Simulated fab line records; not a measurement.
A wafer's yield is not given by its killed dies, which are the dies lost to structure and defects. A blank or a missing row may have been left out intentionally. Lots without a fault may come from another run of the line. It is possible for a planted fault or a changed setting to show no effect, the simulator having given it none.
Comparing a struck lot with a sound one :: flow rit_cmos :: 14 steps out of a route of 202
Sound: wafers L368.1, L368.3, L368.6. Wafers L355.2, L355.5, L355.6 were the ones struck. The cause comes at the end.
Each step with rows lists, per side, the tool, then ch with its chambers, then its first start. Under that, the readings that differ: sound wafers :: struck wafers :: difference of the means :: sigmas: that difference in standard deviations of wafers without a fault.
alike: same words and numbers on both sides, and readings whose means sit less than 2 such deviations apart. not compared: any withheld reading, any reading some wafer has no value for, any bound like >300 that may hide the same value, and any number with overlapping values for which the record gives no deviation.
A row with sigmas, a row that says differs or no value, or rows on one side alone: a step with any of these is where the two part. When numbers do not overlap yet have no deviation, they are printed without sigmas and do not part them. A reading missing from all wafers of one side parts the sides only when that side holds two or more wafers.

first, 1 step without rows for these wafers: RIT_ACTIVE_OXIDATION_01 (target thk 46.8 nm, ox time 3360 s).
RIT_ACTIVE_THK_MEAS_02:
  sound: film_metro-03 at day 5 06:03; struck: film_metro-03 at day 2 13:04
  alike: ACTIVE_OXIDE_THK
then, 1 step without rows for these wafers: RIT_ACTIVE_CVD_03 (deposits Si3N4 from SiH2Cl2/NH3, target thk 150 nm, time 1500 s).
RIT_ACTIVE_THK_MEAS_04:
  sound: film_metro-04 at day 5 07:32; struck: film_metro-04 at day 2 14:32
  alike: ACTIVE_NITRIDE_THK
then, 6 steps without rows for these wafers: RIT_ACTIVE_HMDS_05 (prime time 60 s); RIT_ACTIVE_COAT_06 (resist thk 1000 nm); RIT_ACTIVE_SOFTBAKE_07 (time 60 s); RIT_ACTIVE_EXPOSE_08 (exposes mask M1, target cd 1400 nm); RIT_ACTIVE_PEB_09; RIT_ACTIVE_DEVELOP_10 (develop time 50 s).
RIT_ACTIVE_CD_MEAS_11: the cd target is 1400 nm.
  sound: cd_sem-01 at day 5 08:31; struck: cd_sem-01 at day 2 15:35
reading: cd_nm (nm)
sound: 1396.7 1396.3 1395.5
struck: 1402.5 1402.0 1402.9
difference: +6.3
sigmas: +3
then, 1 step without rows for these wafers: RIT_ACTIVE_HARDBAKE_12 (time 60 s).
RIT_ACTIVE_ETCH_13: etches Si3N4 in SF6, stops on SiO2, time 210 s, target depth 210 nm.
  sound on rie_diel-03 ch 1,2, day 5 08:47; struck on rie_diel-02 ch 0,1,2, day 2 15:50
reading: drypump_motor_current_A (A)
sound: 6.1 6.1 6.1
struck: 5.5 4.9 5.3
difference: -0.9
sigmas: -2

reading: oes_product_au (a.u.)
sound: 0.817 0.834 0.842
struck: 0.952 0.992 0.941
difference: +0.131
sigmas: +9

reading: model.NOVOLAK_of_ACTIVE_COAT_06.thk_nm (nm)
sound: 654.6 655 654.2
struck: 712.5 709.2 719.1
difference: +59.0
sigmas: 
  alike: throttle_valve_pct
  not compared: rf_hours_counter_h
RIT_ACTIVE_STRIP_14: strips in O2, time 180 s.
  sound on plasma_asher-04 ch 0,1, day 5 08:56; struck on plasma_asher-03 ch 0,1, day 2 15:58
  alike: drypump_motor_current_A, rf_refl_power_W
  not compared: rf_hours_counter_h

WHERE THEY PART
Earliest at RIT_ACTIVE_CD_MEAS_11; latest, in this record, at RIT_ACTIVE_ETCH_13. Later steps at which nothing parts them and some readings are alike: RIT_ACTIVE_STRIP_14.

WHY: what the simulator had put in
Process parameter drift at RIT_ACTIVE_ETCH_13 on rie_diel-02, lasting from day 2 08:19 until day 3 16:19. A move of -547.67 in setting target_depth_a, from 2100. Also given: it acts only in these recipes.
